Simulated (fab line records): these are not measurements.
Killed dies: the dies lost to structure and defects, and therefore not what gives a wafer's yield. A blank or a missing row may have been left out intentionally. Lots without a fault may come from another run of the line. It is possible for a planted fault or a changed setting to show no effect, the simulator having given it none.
Which of the tools did it? + flow berkeley-cmos170 + 13 lots, 39 wafers sampled, at 3 steps of a route of 331

WHAT THE GAUGES READ, wafer by wafer
UCB170_V1_THK_MEAS_04.
| lot  | measured     | on            | V1_POLISHED_THK (nm) |
|------|--------------|---------------|----------------------|
| L835 | day 7 20:38  | film-metro-03 | 1001.5 997.0 997.2   |
| L836 | day 8 14:10  | film-metro-01 | 999.3 1002.2 999.8   |
| L837 | day 8 21:33  | film-metro-02 | 1000.3 999.1 1000.0  |
| L840 | day 8 23:55  | film-metro-03 | 1001.5 1000.1 1000.0 |
| L838 | day 9 01:14  | film-metro-03 | 999.3 996.8 999.1    |
| L839 | day 9 01:14  | film-metro-01 | 1003.9 997.2 999.4   |
| L843 | day 10 04:02 | film-metro-01 | 1000.7 1000.5 999.7  |
| L844 | day 10 05:21 | film-metro-02 | 1000.1 996.9 998.3   |
| L846 | day 11 01:47 | film-metro-03 | 1000.5 1002.8 1002.6 |
| L848 | day 11 09:54 | film-metro-01 | 1002.8 1000.3 1000.3 |
| L852 | day 12 01:20 | film-metro-01 | 1000.7 997.4 1000.9  |
| L857 | day 12 10:51 | film-metro-01 | 998.6 999.6 998.9    |
| L855 | day 12 13:34 | film-metro-01 | 999.1 1004.2 1004.8  |

EACH LOT AND THE TOOL THAT RAN IT (in order: tool; ch and the chambers of the sampled wafers; start)
| lot  | UCB170_GATE_STRIP_16                 | UCB170_CONTACT_RTA_08            |
|------|--------------------------------------|----------------------------------|
| L835 | plasma-asher-04 ch 0,1, day 6 14:58  | rtp-anneal-01 ch 0, day 7 13:49  |
| L836 | plasma-asher-03 ch 0,1, day 7 15:07  | rtp-anneal-02 ch 0, day 8 08:37  |
| L837 | plasma-asher-04 ch 0,1, day 7 19:53  | rtp-anneal-01 ch 0, day 8 16:02  |
| L840 | plasma-asher-03 ch 0,1, day 7 20:00  | rtp-anneal-02 ch 0, day 8 17:53  |
| L838 | plasma-asher-02 ch 0,1, day 7 20:10  | rtp-anneal-02 ch 0, day 8 18:03  |
| L839 | plasma-asher-03 ch 0, day 7 20:14    | rtp-anneal-01 ch 0, day 8 18:03  |
| L843 | plasma-asher-02 ch 0,1, day 9 01:18  | rtp-anneal-01 ch 0, day 9 22:11  |
| L844 | plasma-asher-03 ch 0,1, day 9 01:48  | rtp-anneal-01 ch 0, day 9 22:14  |
| L846 | plasma-asher-03 ch 0,1, day 9 18:33  | rtp-anneal-02 ch 0, day 10 18:21 |
| L848 | plasma-asher-03 ch 0,1, day 10 05:11 | rtp-anneal-01 ch 0, day 11 02:52 |
| L852 | plasma-asher-04 ch 0,1, day 10 21:24 | rtp-anneal-01 ch 0, day 11 17:41 |
| L857 | plasma-asher-04 ch 0,1, day 11 08:04 | rtp-anneal-01 ch 0, day 12 04:03 |
| L855 | plasma-asher-04 ch 1, day 11 08:21   | rtp-anneal-02 ch 0, day 12 06:50 |
- UCB170_GATE_STRIP_16: strips in O2.
- UCB170_CONTACT_RTA_08: time 10 s.

WHAT THE TOOLS THEMSELVES READ (means of the sampled wafers that have a number; where no wafer has one, the mark that the record gives instead)
UCB170_GATE_STRIP_16.
| lot  | tool            | drypump-motor-current-A (A) | oes-product-au (a.u.) |
|------|-----------------|-----------------------------|-----------------------|
| L835 | plasma-asher-04 | 5.8                         | 0.721                 |
| L836 | plasma-asher-03 | 5.5                         | 0.721                 |
| L837 | plasma-asher-04 | 5.3                         | 0.723                 |
| L840 | plasma-asher-03 | 5.6                         | 0.724                 |
| L838 | plasma-asher-02 | 6.3                         | 0.722                 |
| L839 | plasma-asher-03 | 5.8                         | 0.728                 |
| L843 | plasma-asher-02 | 6.3                         | 0.726                 |
| L844 | plasma-asher-03 | 5.5                         | 0.727                 |
| L846 | plasma-asher-03 | 5.4                         | 0.724                 |
| L848 | plasma-asher-03 | 5.6                         | 0.722                 |
| L852 | plasma-asher-04 | 5.3                         | 0.724                 |
| L857 | plasma-asher-04 | 5.3                         | 0.725                 |
| L855 | plasma-asher-04 | 4.8                         | 0.725                 |

UCB170_CONTACT_RTA_08.
| lot  | tool          | lamp-power-pct (%) | wafer_temp_C_max |
|------|---------------|--------------------|------------------|
| L835 | rtp-anneal-01 | 22.2               | 902.6            |
| L836 | rtp-anneal-02 | 23.7               | 904.6            |
| L837 | rtp-anneal-01 | 22.2               | 902.5            |
| L840 | rtp-anneal-02 | 23.7               | 904.6            |
| L838 | rtp-anneal-02 | 23.7               | 904.5            |
| L839 | rtp-anneal-01 | 22.1               | 903.3            |
| L843 | rtp-anneal-01 | 22.2               | 903.6            |
| L844 | rtp-anneal-01 | 22.1               | 903.8            |
| L846 | rtp-anneal-02 | 23.7               | 904.2            |
| L848 | rtp-anneal-01 | 22.2               | 903.5            |
| L852 | rtp-anneal-01 | 22.2               | 903.0            |
| L857 | rtp-anneal-01 | 22.2               | 903.0            |
| L855 | rtp-anneal-02 | 23.7               | 904.7            |

THE ANSWER, worked out from the rows above alone
Rule: usual is defined by the lots themselves. The widest of any qualifying gaps counts: lots, ordered by their means at a reading, are off when they make up no more than a third of the lots, leave a main group of 4 or more, and stand apart from it by 3 or more times the standard deviation of that group's means. The tables above print the reading to a certain number of digits; a main group whose means all agree to those digits is not used. Also off: a lot with no number at a reading for which 4 or more lots have one. Where the step has rows for the other lots, those lots are counted as sound. The gauges are gone through in route order, then the tools' own readings, and for those a lot's mean is taken as printed above. At the first step where some lot is off, the reading lying furthest off is the one used; lots without a number count as furthest.
Nothing can be told from this: no lot is off at any reading shown.

WHAT THE SIMULATOR PUT IN
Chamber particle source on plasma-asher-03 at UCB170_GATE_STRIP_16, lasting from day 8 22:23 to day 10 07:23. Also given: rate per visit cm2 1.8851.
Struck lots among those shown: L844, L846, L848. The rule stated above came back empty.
